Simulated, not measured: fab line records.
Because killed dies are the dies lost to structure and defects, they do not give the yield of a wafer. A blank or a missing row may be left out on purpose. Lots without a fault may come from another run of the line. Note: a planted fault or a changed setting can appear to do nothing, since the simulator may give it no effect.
fab line records | flow rit-cmos | part 1 of 2: steps 1 to 27 of 39
[record] lots = 5 | wafers = 15 | last-day = 6
route steps=202 shown SDANNEAL@153 PSD@157 NSD@158 PLDD@159 NLDD@160 SILICIDE@161 CONTACT@168 M1@184
lots that met no fault: from a run of the same line without faults
start-h: hours from the record's opening day to when the first of the lot's shown wafers began | wait-h: hours from the lot's prior step to this one | " same as the row above | L1.1+2: a row that stands for several wafers | - no value, or no start was given | * or withheld: withheld | < > ~ a bound
route shown NAME@n: a module of which the file shows steps, and the number in the route of the first | usual: average and standard deviation across the fault-free wafers | same: alike in all rows | chamber/n: place in a boat | sites: per-site readings | _std_site: standard deviation of those values | _edge_site: the outer-site mean with the inner-site mean subtracted | radius-mm: how far each site lies from the wafer's centre | mask NAME#n: copy n | behind: the last tool/chamber to shape the wafer | hold: cause of the lot's hold/its duration in hours/its outcome | device: whichever transistor did not switch (one of n, p or np) | end of line: at the end of the route, the tests of the same wafers | a step without rows: its recipe alone | killed: at the first sort, the dies lost to defects and structure; wafer yield is something else | map: per-die view of a wafer (x killed, . not killed, _ where there is no die)
set.NAME: setting as actually run; set.NAME@STEP: the setting as run at that earlier step | model.NAME: the simulator's own value behind a step, which no gauge read
lots at selected steps of the route; one table per step, one row per wafer
services: a tool's chamber out of use, with start hour (start-h, from the record's first day; less than 0 if before it), hours out, and reason
[[steps]]
[step RIT_SDANNEAL_CLEAN_00]
[recipe] chemistry = SC1 | mix = 3:3:50 | time-s = 600 | temp-c = 75
[usual] bath-guard-temp-C = 74.7/0.59
lot.wafer | tool         | chamber | start-h | wait-h | bath-guard-temp-C
L074.3    | wet-bench-03 | 2       | 55.90   | 0.0    | 74.6
L074.5    | "            | 2       | "       | "      | 74.5
L074.6    | "            | 2       | "       | "      | 74.7
L075.1    | wet-bench-03 | 1       | 57.21   | 0.1    | 73.9
L075.3    | "            | 1       | "       | "      | 73.9
L075.5    | "            | 1       | "       | "      | 73.7
L077.2    | wet-bench-03 | 3       | 66.42   | 0.0    | 75.2
L077.3    | "            | 3       | "       | "      | 75.0
L077.5    | "            | 3       | "       | "      | 75.0
L085.2    | wet-bench-04 | 0       | 107.91  | 0.0    | 74.8
L085.4    | "            | 0       | "       | "      | 74.8
L085.6    | "            | 0       | "       | "      | 75.0
L092.3    | wet-bench-03 | 0       | 144.55  | 0.0    | 74.4
L092.5    | "            | 0       | "       | "      | 73.9
L092.6    | "            | 0       | "       | "      | 74.4
[step RIT_SDANNEAL_CLEAN_01]
[recipe] chemistry = dHF | dilution = 50:1 | time-s = 30
lot.wafer  | tool         | chamber | start-h | wait-h
L074.3+5+6 | wet-bench-04 | 1       | 56.07   | 0.0
L075.1+3+5 | wet-bench-04 | 2       | 57.38   | 0.0
L077.2+3+5 | wet-bench-04 | 0       | 66.59   | 0.0
L085.2+4+6 | wet-bench-03 | 1       | 108.08  | 0.0
L092.3+5+6 | wet-bench-04 | 1       | 144.73  | 0.0
[step RIT_SDANNEAL_CLEAN_02]
[recipe] chemistry = SC2 | mix = 3:3:50 | time-s = 600 | temp-c = 75 | dry = n2-spin
[usual] bath-guard-temp-C = 74.8/0.48
lot.wafer | tool         | chamber | start-h | wait-h | bath-guard-temp-C
L074.3    | wet-bench-03 | 2       | 56.09   | 0.0    | 74.8
L074.5    | "            | 2       | "       | "      | 74.8
L074.6    | "            | 2       | "       | "      | 74.5
L075.1    | wet-bench-01 | 0       | 57.40   | 0.0    | 74.1
L075.3    | "            | 0       | "       | "      | 74.8
L075.5    | "            | 0       | "       | "      | 74.6
L077.2    | wet-bench-03 | 3       | 66.61   | 0.0    | 75.0
L077.3    | "            | 3       | "       | "      | 75.2
L077.5    | "            | 3       | "       | "      | 75.1
L085.2    | wet-bench-04 | 0       | 108.10  | 0.0    | 74.9
L085.4    | "            | 0       | "       | "      | 74.5
L085.6    | "            | 0       | "       | "      | 74.6
L092.3    | wet-bench-03 | 2       | 144.74  | 0.0    | 74.5
L092.5    | "            | 2       | "       | "      | 74.6
L092.6    | "            | 2       | "       | "      | 74.6
[step RIT_SDANNEAL_RTA_03]
[recipe] temp-c = 1050 | time-s = 5 | idle-temp-c = 600 | ramp-up-c-per-s = 342 | ramp-down-c-per-s = 171 | cool-to-c = 600 | ambient = N2
[usual] chamber-o2-ppm = 1.997/0.022 | wafer_temp_C_max = 1053.5/1.1
lot.wafer | tool          | chamber | start-h | wait-h | chamber-o2-ppm | wafer_temp_C_max
L074.3    | rtp-anneal-01 | 0       | 56.28   | 0.0    | 2.001          | 1052.0
L074.5    | "             | 0       | "       | "      | 2.008          | 1052.8
L074.6    | "             | 0       | "       | "      | 1.996          | 1053.7
L075.1    | rtp-anneal-02 | 0       | 57.58   | 0.0    | 1.986          | 1051.9
L075.3    | "             | 0       | "       | "      | 2.025          | 1052.1
L075.5    | "             | 0       | "       | "      | 1.987          | 1054.2
L077.2    | rtp-anneal-02 | 0       | 66.79   | 0.0    | 2.014          | 1053.4
L077.3    | "             | 0       | "       | "      | 1.985          | 1054.4
L077.5    | "             | 0       | "       | "      | 2.014          | 1051.7
L085.2    | rtp-anneal-02 | 0       | 108.28  | 0.0    | 2.023          | 1054.1
L085.4    | "             | 0       | "       | "      | 1.974          | 1052.0
L085.6    | "             | 0       | "       | "      | 2.016          | 1053.2
L092.3    | rtp-anneal-01 | 0       | 144.94  | 0.0    | 1.974          | 1054.1
L092.5    | "             | 0       | "       | "      | 2.006          | 1053.3
L092.6    | "             | 0       | "       | "      | 2.019          | 1053.1
[step RIT_SDANNEAL_RS_MEAS_04]
[recipe] thk-meas-gauge = four-point-probe
[usual] PSD_RS = 115.9/0.3
lot.wafer | tool          | chamber | start-h | wait-h | PSD_RS[ohm/sq]
L074.3    | film-metro-03 | -       | 56.36   | 0.1    | 116.2
L074.5    | "             | -       | "       | "      | 116.3
L074.6    | "             | -       | "       | "      | 115.8
L075.1    | film-metro-03 | -       | 57.63   | 0.0    | 115.8
L075.3    | "             | -       | "       | "      | 115.6
L075.5    | "             | -       | "       | "      | 115.6
L077.2    | film-metro-03 | -       | 66.86   | 0.1    | 116.0
L077.3    | "             | -       | "       | "      | 116.0
L077.5    | "             | -       | "       | "      | 115.7
L085.2    | film-metro-03 | -       | 108.35  | 0.1    | 115.8
L085.4    | "             | -       | "       | "      | 116.0
L085.6    | "             | -       | "       | "      | 115.7
L092.3    | film-metro-03 | -       | 145.02  | 0.1    | 116.1
L092.5    | "             | -       | "       | "      | 116.2
L092.6    | "             | -       | "       | "      | 116.4
[step RIT_SDANNEAL_RS_MEAS_05]
[recipe] thk-meas-gauge = four-point-probe
[usual] NSD_RS = 84.51/0.23
lot.wafer | tool          | chamber | start-h | wait-h | NSD_RS[ohm/sq]
L074.3    | film-metro-03 | -       | 56.48   | 0.1    | 84.27
L074.5    | "             | -       | "       | "      | 83.97
L074.6    | "             | -       | "       | "      | 84.45
L075.1    | film-metro-03 | -       | 57.75   | 0.1    | 84.70
L075.3    | "             | -       | "       | "      | 84.57
L075.5    | "             | -       | "       | "      | 84.81
L077.2    | film-metro-03 | -       | 66.98   | 0.1    | 84.80
L077.3    | "             | -       | "       | "      | 84.44
L077.5    | "             | -       | "       | "      | 84.36
L085.2    | film-metro-03 | -       | 108.47  | 0.1    | 84.41
L085.4    | "             | -       | "       | "      | 84.51
L085.6    | "             | -       | "       | "      | 84.24
L092.3    | film-metro-03 | -       | 145.14  | 0.1    | 84.77
L092.5    | "             | -       | "       | "      | 84.35
L092.6    | "             | -       | "       | "      | 84.43
[step RIT_SDANNEAL_RS_MEAS_06]
[recipe] thk-meas-gauge = four-point-probe
[usual] PLDD_RS = 178.6/0.51
lot.wafer | tool          | chamber | start-h | wait-h | PLDD_RS[ohm/sq]
L074.3    | film-metro-03 | -       | 56.60   | 0.1    | 179.0
L074.5    | "             | -       | "       | "      | 179.0
L074.6    | "             | -       | "       | "      | 179.1
L075.1    | film-metro-03 | -       | 57.87   | 0.1    | 178.1
L075.3    | "             | -       | "       | "      | 178.1
L075.5    | "             | -       | "       | "      | 178.2
L077.2    | film-metro-03 | -       | 67.10   | 0.1    | 178.4
L077.3    | "             | -       | "       | "      | 179.2
L077.5    | "             | -       | "       | "      | 179.3
L085.2    | film-metro-03 | -       | 108.59  | 0.1    | 178.2
L085.4    | "             | -       | "       | "      | 177.9
L085.6    | "             | -       | "       | "      | 178.1
L092.3    | film-metro-03 | -       | 145.26  | 0.1    | 179.2
L092.5    | "             | -       | "       | "      | 178.8
L092.6    | "             | -       | "       | "      | 179.8
[step RIT_SDANNEAL_RS_MEAS_07]
[recipe] thk-meas-gauge = four-point-probe
[usual] NLDD_RS = 151.6/0.5
lot.wafer | tool          | chamber | start-h | wait-h | NLDD_RS[ohm/sq]
L074.3    | film-metro-03 | -       | 56.72   | 0.1    | 150.9
L074.5    | "             | -       | "       | "      | 151.4
L074.6    | "             | -       | "       | "      | 150.9
L075.1    | film-metro-03 | -       | 57.99   | 0.1    | 150.5
L075.3    | "             | -       | "       | "      | 150.6
L075.5    | "             | -       | "       | "      | 150.7
L077.2    | film-metro-03 | -       | 67.22   | 0.1    | 152.2
L077.3    | "             | -       | "       | "      | 152.0
L077.5    | "             | -       | "       | "      | 152.0
L085.2    | film-metro-03 | -       | 108.71  | 0.1    | 151.8
L085.4    | "             | -       | "       | "      | 152.3
L085.6    | "             | -       | "       | "      | 152.2
L092.3    | film-metro-03 | -       | 145.38  | 0.1    | 151.8
L092.5    | "             | -       | "       | "      | 152.2
L092.6    | "             | -       | "       | "      | 152.0
[step RIT_SILICIDE_WET_ETCH_00]
[recipe] chemistry = BOE | target = SiO2 | target-depth-nm = 14 | time-s = 15 | dry = n2-spin | dilution = 10:1 | temp-c = 21.5
lot.wafer  | tool         | chamber | start-h | wait-h
L074.3+5+6 | wet-bench-02 | 2       | 56.80   | 0.1
L075.1+3+5 | wet-bench-02 | 3       | 58.11   | 0.1
L077.2+3+5 | wet-bench-04 | 1       | 67.32   | 0.1
L085.2+4+6 | wet-bench-02 | 2       | 108.81  | 0.1
L092.3+5+6 | wet-bench-04 | 2       | 145.46  | 0.1
[step RIT_SILICIDE_SPUTTER_01]
[recipe] material = Ti | target-thk-nm = 30 | power-w = 350 | chamber-pressure-pa = 0.667 | gas = Ar | time-s = 240 | substrate-temp-c = 25
[usual] cathode-dc-power-W = 350.00/0.06 | throttle-valve-pct = 30.0/0.62
lot.wafer | tool           | chamber | start-h | wait-h | cathode-dc-power-W | throttle-valve-pct
L074.3    | pvd-sputter-01 | -       | 56.81   | 0.0    | 349.97             | 29.6
L074.5    | "              | -       | "       | "      | 350.07             | 29.5
L074.6    | "              | -       | "       | "      | 350.01             | 29.7
L075.1    | pvd-sputter-03 | -       | 58.13   | 0.0    | 350.03             | 29.9
L075.3    | "              | -       | "       | "      | 350.02             | 28.6
L075.5    | "              | -       | "       | "      | 350.02             | 29.8
L077.2    | pvd-sputter-03 | -       | 67.33   | 0.0    | 350.07             | 30.2
L077.3    | "              | -       | "       | "      | 350.07             | 31.0
L077.5    | "              | -       | "       | "      | 349.95             | 28.6
L085.2    | pvd-sputter-04 | -       | 108.83  | 0.0    | 350.01             | 29.5
L085.4    | "              | -       | "       | "      | 350.05             | 31.2
L085.6    | "              | -       | "       | "      | 349.98             | 30.2
L092.3    | pvd-sputter-01 | -       | 145.47  | 0.0    | 350.01             | 29.4
L092.5    | "              | -       | "       | "      | 350.06             | 29.8
L092.6    | "              | -       | "       | "      | 349.99             | 30.3
[step RIT_SILICIDE_RS_MEAS_02]
[recipe] thk-meas-gauge = four-point-probe | reads = Ti_of_SILICIDE_SPUTTER_01
[usual] SILICIDE_TI_RS = 47.8/0.48
lot.wafer | tool          | chamber | start-h | wait-h | SILICIDE_TI_RS[ohm/sq]
L074.3    | film-metro-02 | -       | 57.00   | 0.1    | 47.8
L074.5    | "             | -       | "       | "      | 46.9
L074.6    | "             | -       | "       | "      | 46.9
L075.1    | film-metro-02 | -       | 58.28   | 0.1    | 49.0
L075.3    | "             | -       | "       | "      | 48.7
L075.5    | "             | -       | "       | "      | 49.1
L077.2    | film-metro-02 | -       | 67.50   | 0.1    | 47.9
L077.3    | "             | -       | "       | "      | 47.1
L077.5    | "             | -       | "       | "      | 46.8
L085.2    | film-metro-02 | -       | 109.00  | 0.1    | 47.0
L085.4    | "             | -       | "       | "      | 47.4
L085.6    | "             | -       | "       | "      | 47.3
L092.3    | film-metro-02 | -       | 145.66  | 0.1    | 47.6
L092.5    | "             | -       | "       | "      | 47.9
L092.6    | "             | -       | "       | "      | 47.9
[step RIT_SILICIDE_THK_MEAS_03]
[recipe] thk-meas-gauge = xrf | reads = Ti_of_SILICIDE_SPUTTER_01
[usual] SILICIDE_TI_THK = 30.27/0.29
lot.wafer | tool          | chamber | start-h | wait-h | SILICIDE_TI_THK[nm]
L074.3    | film-metro-02 | -       | 57.10   | 0.1    | 30.39
L074.5    | "             | -       | "       | "      | 30.88
L074.6    | "             | -       | "       | "      | 30.89
L075.1    | film-metro-02 | -       | 58.40   | 0.1    | 29.70
L075.3    | "             | -       | "       | "      | 29.88
L075.5    | "             | -       | "       | "      | 29.90
L077.2    | film-metro-02 | -       | 67.61   | 0.1    | 30.56
L077.3    | "             | -       | "       | "      | 30.61
L077.5    | "             | -       | "       | "      | 30.86
L085.2    | film-metro-02 | -       | 109.11  | 0.1    | 30.80
L085.4    | "             | -       | "       | "      | 30.46
L085.6    | "             | -       | "       | "      | 30.46
L092.3    | film-metro-02 | -       | 145.76  | 0.1    | 30.37
L092.5    | "             | -       | "       | "      | 30.23
L092.6    | "             | -       | "       | "      | 30.24
[step RIT_SILICIDE_RTA_04]
[recipe] temp-c = 650 | time-s = 10 | idle-temp-c = 25 | ramp-up-s = 5 | ramp-down-s = 5 | cool-to-c = 25 | ambient = N2
[usual] chamber-o2-ppm = 2.002/0.021 | wafer_temp_C_max = 651.8/0.54
lot.wafer | tool          | chamber | start-h | wait-h | chamber-o2-ppm | wafer_temp_C_max
L074.3    | rtp-anneal-02 | 0       | 57.17   | 0.1    | 1.966          | 651.8
L074.5    | "             | 0       | "       | "      | 1.980          | 651.5
L074.6    | "             | 0       | "       | "      | 1.971          | 651.9
L075.1    | rtp-anneal-01 | 0       | 58.46   | 0.1    | 1.964          | 651.9
L075.3    | "             | 0       | "       | "      | 1.965          | 651.8
L075.5    | "             | 0       | "       | "      | 1.988          | 651.6
L077.2    | rtp-anneal-01 | 0       | 67.68   | 0.1    | 2.002          | 651.1
L077.3    | "             | 0       | "       | "      | 2.013          | 651.9
L077.5    | "             | 0       | "       | "      | 1.992          | 651.4
L085.2    | rtp-anneal-01 | 0       | 109.17  | 0.1    | 1.985          | 651.7
L085.4    | "             | 0       | "       | "      | 2.012          | 651.3
L085.6    | "             | 0       | "       | "      | 1.996          | 651.1
L092.3    | rtp-anneal-02 | 0       | 145.82  | 0.1    | 1.954          | 652.1
L092.5    | "             | 0       | "       | "      | 1.981          | 652.7
L092.6    | "             | 0       | "       | "      | 1.981          | 651.4
[step RIT_SILICIDE_WET_ETCH_05]
[recipe] chemistry = SPM | target = Ti | temp-c = 90 | time-s = 120 | dry = n2-spin
[usual] bath-guard-temp-C = 90.0/0.42
lot.wafer | tool         | chamber | start-h | wait-h | bath-guard-temp-C
L074.3    | wet-bench-04 | 1       | 57.21   | 0.0    | 90.3
L074.5    | "            | 1       | "       | "      | 90.6
L074.6    | "            | 1       | "       | "      | 90.4
L075.1    | wet-bench-04 | 1       | 58.52   | 0.1    | 90.5
L075.3    | "            | 1       | "       | "      | 90.4
L075.5    | "            | 1       | "       | "      | 90.2
L077.2    | wet-bench-01 | 0       | 67.73   | 0.0    | 89.6
L077.3    | "            | 0       | "       | "      | 89.8
L077.5    | "            | 0       | "       | "      | 89.4
L085.2    | wet-bench-04 | 2       | 109.22  | 0.0    | 89.3
L085.4    | "            | 2       | "       | "      | 89.3
L085.6    | "            | 2       | "       | "      | 89.5
L092.3    | wet-bench-04 | 1       | 145.86  | 0.0    | 90.2
L092.5    | "            | 1       | "       | "      | 90.2
L092.6    | "            | 1       | "       | "      | 90.5
[step RIT_SILICIDE_RTA_06]
[recipe] temp-c = 750 | time-s = 10 | idle-temp-c = 25 | ramp-up-s = 5 | ramp-down-s = 10 | cool-to-c = 25 | ambient = N2
[usual] chamber-o2-ppm = 1.997/0.021 | wafer_temp_C_max = 752.0/0.47
lot.wafer | tool          | chamber | start-h | wait-h | chamber-o2-ppm | wafer_temp_C_max
L074.3    | rtp-anneal-01 | 0       | 57.27   | 0.0    | 1.985          | 752.8
L074.5    | "             | 0       | "       | "      | 2.003          | 751.8
L074.6    | "             | 0       | "       | "      | 1.995          | 752.0
L075.1    | rtp-anneal-02 | 0       | 58.57   | 0.0    | 2.027          | 753.2
L075.3    | "             | 0       | "       | "      | 2.027          | 751.7
L075.5    | "             | 0       | "       | "      | 2.018          | 752.6
L077.2    | rtp-anneal-02 | 0       | 67.79   | 0.0    | 2.023          | 752.8
L077.3    | "             | 0       | "       | "      | 1.981          | 751.4
L077.5    | "             | 0       | "       | "      | 2.015          | 751.6
L085.2    | rtp-anneal-02 | 0       | 109.27  | 0.0    | 1.993          | 752.0
L085.4    | "             | 0       | "       | "      | 2.013          | 751.8
L085.6    | "             | 0       | "       | "      | 2.005          | 752.8
L092.3    | rtp-anneal-01 | 0       | 145.93  | 0.0    | 1.961          | 751.8
L092.5    | "             | 0       | "       | "      | 1.978          | 752.5
L092.6    | "             | 0       | "       | "      | 1.986          | 751.9
[step RIT_CONTACT_CVD_00]
[recipe] material = SiO2 | target-thk-nm = 400 | precursor = TEOS | temp-c = 390 | time-s = 61 | rf-w = 400
[usual] heater-power-w = 317/45 | rf-fwd-power-W = 396.8/2
lot.wafer | tool     | chamber | start-h | wait-h | heater-power-w | rf-fwd-power-W
L074.3    | pecvd-03 | 0       | 57.32   | 0.0    | 368            | 397.9
L074.5    | "        | 1       | "       | "      | 240            | 398.1
L074.6    | "        | 0       | "       | "      | 373            | 397.2
L075.1    | pecvd-01 | 0       | 58.63   | 0.1    | 265            | 396.6
L075.3    | "        | 2       | "       | "      | 339            | 395.0
L075.5    | "        | 2       | "       | "      | 350            | 394.3
L077.2    | pecvd-03 | 1       | 67.84   | 0.0    | 269            | 398.0
L077.3    | "        | 0       | "       | "      | 348            | 399.3
L077.5    | "        | 2       | "       | "      | 313            | 397.9
L085.2    | pecvd-03 | 2       | 109.33  | 0.0    | 313            | 397.3
L085.4    | "        | 1       | "       | "      | 283            | 398.0
L085.6    | "        | 0       | "       | "      | 354            | 398.5
L092.3    | pecvd-01 | 2       | 145.97  | 0.0    | 318            | 394.1
L092.5    | "        | 0       | "       | "      | 337            | 397.9
L092.6    | "        | 2       | "       | "      | 334            | 392.4
[step RIT_CONTACT_THK_MEAS_01]
[recipe] reads = SiO2_of_CONTACT_CVD_00
[usual] CONTACT_TEOS_THK = 401/4.8
lot.wafer | tool          | chamber | start-h | wait-h | CONTACT_TEOS_THK[nm]
L074.3    | film-metro-04 | -       | 57.39   | 0.0    | 398
L074.5    | "             | -       | "       | "      | 405
L074.6    | "             | -       | "       | "      | 406
L075.1    | film-metro-01 | -       | 58.68   | 0.0    | 400
L075.3    | "             | -       | "       | "      | 399
L075.5    | "             | -       | "       | "      | 404
L077.2    | film-metro-02 | -       | 67.90   | 0.0    | 395
L077.3    | "             | -       | "       | "      | 399
L077.5    | "             | -       | "       | "      | 401
L085.2    | film-metro-04 | -       | 109.39  | 0.0    | 395
L085.4    | "             | -       | "       | "      | 397
L085.6    | "             | -       | "       | "      | 398
L092.3    | film-metro-04 | -       | 146.04  | 0.0    | 400
L092.5    | "             | -       | "       | "      | 405
L092.6    | "             | -       | "       | "      | 408
[step RIT_CONTACT_HMDS_02]
[recipe] prime-time-s = 60 | prime-temp-c = 140
lot.wafer  | tool           | chamber | start-h | wait-h
L074.3+5+6 | litho-track-01 | 0       | 57.48   | 0.1
L075.1+3+5 | litho-track-02 | 0       | 58.74   | 0.1
L077.2+3+5 | litho-track-04 | 0       | 67.98   | 0.1
L085.2+4+6 | litho-track-04 | 0       | 109.47  | 0.1
L092.3+5+6 | litho-track-04 | 0       | 146.13  | 0.1
[step RIT_CONTACT_COAT_03]
[recipe] resist = NOVOLAK | spin-rpm = 3250 | resist-thk-nm = 1000
lot.wafer  | tool           | chamber | start-h | wait-h
L074.3+5+6 | litho-track-01 | 0       | 57.63   | 0.1
L075.1+3+5 | litho-track-02 | 0       | 58.89   | 0.1
L077.2+3+5 | litho-track-04 | 0       | 68.13   | 0.1
L085.2+4+6 | litho-track-04 | 0       | 109.62  | 0.1
L092.3+5+6 | litho-track-04 | 0       | 146.28  | 0.1
[step RIT_CONTACT_SOFTBAKE_04]
[recipe] resist = NOVOLAK | temp-c = 90 | time-s = 60
lot.wafer  | tool           | chamber | start-h | wait-h
L074.3+5+6 | litho-track-01 | 0       | 57.78   | 0.1
L075.1+3+5 | litho-track-02 | 0       | 59.04   | 0.1
L077.2+3+5 | litho-track-04 | 0       | 68.28   | 0.1
L085.2+4+6 | litho-track-04 | 0       | 109.77  | 0.1
L092.3+5+6 | litho-track-04 | 0       | 146.43  | 0.1
[step RIT_CONTACT_EXPOSE_05]
[recipe] mask-id = M11 | na = 0.6 | source-shape = conventional | sigma-outer = 0.5 | target-cd-nm = 1000 | dose-mj = 250
[usual] exposure-dose-mJ-cm2 = 249.98/0.28
lot.wafer | tool             | chamber | start-h | wait-h | mask  | exposure-dose-mJ-cm2
L074.3    | iline-stepper-01 | 0       | 58.04   | 0.2    | M11#0 | 249.88
L074.5    | "                | 0       | "       | "      | M11#0 | 250.34
L074.6    | "                | 0       | "       | "      | M11#0 | 250.07
L075.1    | iline-stepper-02 | 0       | 59.32   | 0.2    | M11#0 | 250.15
L075.3    | "                | 0       | "       | "      | M11#0 | 250.38
L075.5    | "                | 0       | "       | "      | M11#0 | 250.29
L077.2    | iline-stepper-01 | 0       | 68.42   | 0.1    | M11#0 | 249.92
L077.3    | "                | 0       | "       | "      | M11#0 | 250.06
L077.5    | "                | 0       | "       | "      | M11#0 | 250.08
L085.2    | iline-stepper-01 | 0       | 110.04  | 0.2    | M11#0 | 250.40
L085.4    | "                | 0       | "       | "      | M11#0 | 250.15
L085.6    | "                | 0       | "       | "      | M11#0 | 250.25
L092.3    | iline-stepper-01 | 0       | 146.70  | 0.2    | M11#0 | 249.80
L092.5    | "                | 0       | "       | "      | M11#0 | 249.48
L092.6    | "                | 0       | "       | "      | M11#0 | 249.83
[step RIT_CONTACT_PEB_06]
[recipe] resist = NOVOLAK | temp-c = withheld | time-s = withheld
lot.wafer  | tool           | chamber | start-h | wait-h
L074.3+5+6 | litho-track-04 | 0       | 58.17   | 0.1
L075.1+3+5 | litho-track-02 | 0       | 59.43   | 0.1
L077.2+3+5 | litho-track-01 | 0       | 68.55   | 0.1
L085.2+4+6 | litho-track-02 | 0       | 110.16  | 0.1
L092.3+5+6 | litho-track-02 | 0       | 146.82  | 0.1
[step RIT_CONTACT_DEVELOP_07]
[recipe] resist = NOVOLAK | develop-time-s = 120 | dev-temp-c = 23
[same] develop-time-s = 120
lot.wafer  | tool           | chamber | start-h | wait-h
L074.3+5+6 | litho-track-04 | 0       | -       | -
L075.1+3+5 | litho-track-02 | 0       | -       | -
L077.2+3+5 | litho-track-01 | 0       | -       | -
L085.2+4+6 | litho-track-02 | 0       | -       | -
L092.3+5+6 | litho-track-02 | 0       | -       | -
[step RIT_CONTACT_CD_MEAS_08]
[recipe] target-cd-nm = 1000
[usual] cd-nm = 1000.5/2.1
lot.wafer | tool      | chamber | start-h | wait-h | cd-nm
L074.3    | cd-sem-02 | -       | 58.56   | -      | 1001.9
L074.5    | "         | -       | "       | "      | 1002.2
L074.6    | "         | -       | "       | "      | 1002.3
L075.1    | cd-sem-02 | -       | 59.83   | -      | 1003.1
L075.3    | "         | -       | "       | "      | 1000.9
L075.5    | "         | -       | "       | "      | 1001.8
L077.2    | cd-sem-02 | -       | 68.94   | -      | 998.3
L077.3    | "         | -       | "       | "      | 1000.7
L077.5    | "         | -       | "       | "      | 999.5
L085.2    | cd-sem-02 | -       | 110.55  | -      | 1001.0
L085.4    | "         | -       | "       | "      | 1002.2
L085.6    | "         | -       | "       | "      | 1001.0
L092.3    | cd-sem-01 | -       | 147.21  | -      | 1000.2
L092.5    | "         | -       | "       | "      | 1000.0
L092.6    | "         | -       | "       | "      | 1001.7
[step RIT_CONTACT_OVL_MEAS_09]
[usual] CONTACT_OVL = 1.2/1.5
lot.wafer | tool       | chamber | start-h | wait-h | CONTACT_OVL[nm]
L074.3    | overlay-01 | -       | 58.65   | 0.1    | 1.3
L074.5    | "          | -       | "       | "      | 0.3
L074.6    | "          | -       | "       | "      | 1.3
L075.1    | overlay-01 | -       | 59.95   | 0.1    | 0.8
L075.3    | "          | -       | "       | "      | -0.2
L075.5    | "          | -       | "       | "      | -0.5
L077.2    | overlay-02 | -       | 69.05   | 0.1    | 1.9
L077.3    | "          | -       | "       | "      | 1.6
L077.5    | "          | -       | "       | "      | 3.7
L085.2    | overlay-01 | -       | 110.66  | 0.1    | 3.5
L085.4    | "          | -       | "       | "      | 2.0
L085.6    | "          | -       | "       | "      | 4.4
L092.3    | overlay-01 | -       | 147.31  | 0.1    | 2.0
L092.5    | "          | -       | "       | "      | 1.4
L092.6    | "          | -       | "       | "      | 1.4
[step RIT_CONTACT_HARDBAKE_10]
[recipe] resist = NOVOLAK | temp-c = 140 | time-s = 60
lot.wafer  | tool           | chamber | start-h | wait-h
L074.3+5+6 | litho-track-01 | 0       | 58.73   | 0.1
L075.1+3+5 | litho-track-04 | 0       | 59.99   | 0.0
L077.2+3+5 | litho-track-04 | 0       | 69.10   | 0.0
L085.2+4+6 | litho-track-04 | 0       | 110.71  | 0.0
L092.3+5+6 | litho-track-01 | 0       | 147.38  | 0.1
[step RIT_CONTACT_ETCH_11]
[recipe] target-depth-a = 4800 | over-etch-frac = 0.2 | stop-on = TiSi2 | chemistry = CHF3/CF4/Ar | target = SiO2 | CHF3_flow_sccm = 50 | cf4-flow-sccm = 10 | Ar_flow_sccm = 100 | O2_flow_sccm = 5 | pressure-mtorr = 100 | rf-w = 200 | time-s = 320
[usual] O2_flow_sccm = 5.000/0.014 | drypump-motor-current-A = 5.9/0.63 | oes-product-au = 0.992/0.015 | rf-fwd-power-W = 199.6/0.68 | throttle-valve-pct = 8.76/0.097
lot.wafer | tool        | chamber | start-h | wait-h | O2_flow_sccm | drypump-motor-current-A | oes-product-au | rf-fwd-power-W | rf-hours-counter-h | throttle-valve-pct
L074.3    | rie-diel-01 | 1       | 58.83   | 0.1    | 5.001        | 5.9                     | 0.992          | 200.0          | 39                 | 8.77
L074.5    | "           | 2       | "       | "      | 4.990        | 4.6                     | 0.967          | 199.3          | -                  | 8.72
L074.6    | "           | 1       | "       | "      | 5.015        | 5.9                     | 0.984          | 201.1          | -                  | 8.76
L075.1    | rie-diel-02 | 0       | 60.14   | 0.1    | 4.992        | 6.1                     | 0.980          | 200.3          | 5                  | 8.81
L075.3    | "           | 3       | "       | "      | 4.979        | 4.8                     | 0.980          | 199.3          | 167                | 8.66
L075.5    | "           | 2       | "       | "      | 4.977        | 6.7                     | 1.011          | 201.0          | -                  | 8.66
L077.2    | rie-diel-02 | 1       | 69.23   | 0.1    | 5.011        | 6.7                     | 1.007          | 200.5          | 32                 | 8.81
L077.3    | "           | 0       | "       | "      | 5.012        | 6.0                     | 0.990          | 199.0          | 5                  | 8.81
L077.5    | "           | 1       | "       | "      | 5.018        | 6.7                     | 1.001          | 200.0          | -                  | 8.80
L085.2    | rie-diel-01 | 3       | 110.84  | 0.1    | 5.019        | 6.5                     | 0.998          | 200.1          | 147                | 8.86
L085.4    | "           | 2       | "       | "      | 4.971        | 4.6                     | 0.966          | 199.7          | 16                 | 8.71
L085.6    | "           | 3       | "       | "      | 5.009        | 6.5                     | 1.003          | 199.0          | -                  | 8.83
L092.3    | rie-diel-02 | 3       | 147.48  | 0.1    | 4.997        | 4.8                     | 0.984          | 199.6          | 1                  | 8.65
L092.5    | "           | 0       | "       | "      | 5.017        | 6.1                     | 0.995          | 199.3          | -                  | 8.82
L092.6    | "           | 1       | "       | "      | 4.991        | 6.7                     | 1.007          | 199.2          | -                  | 8.82
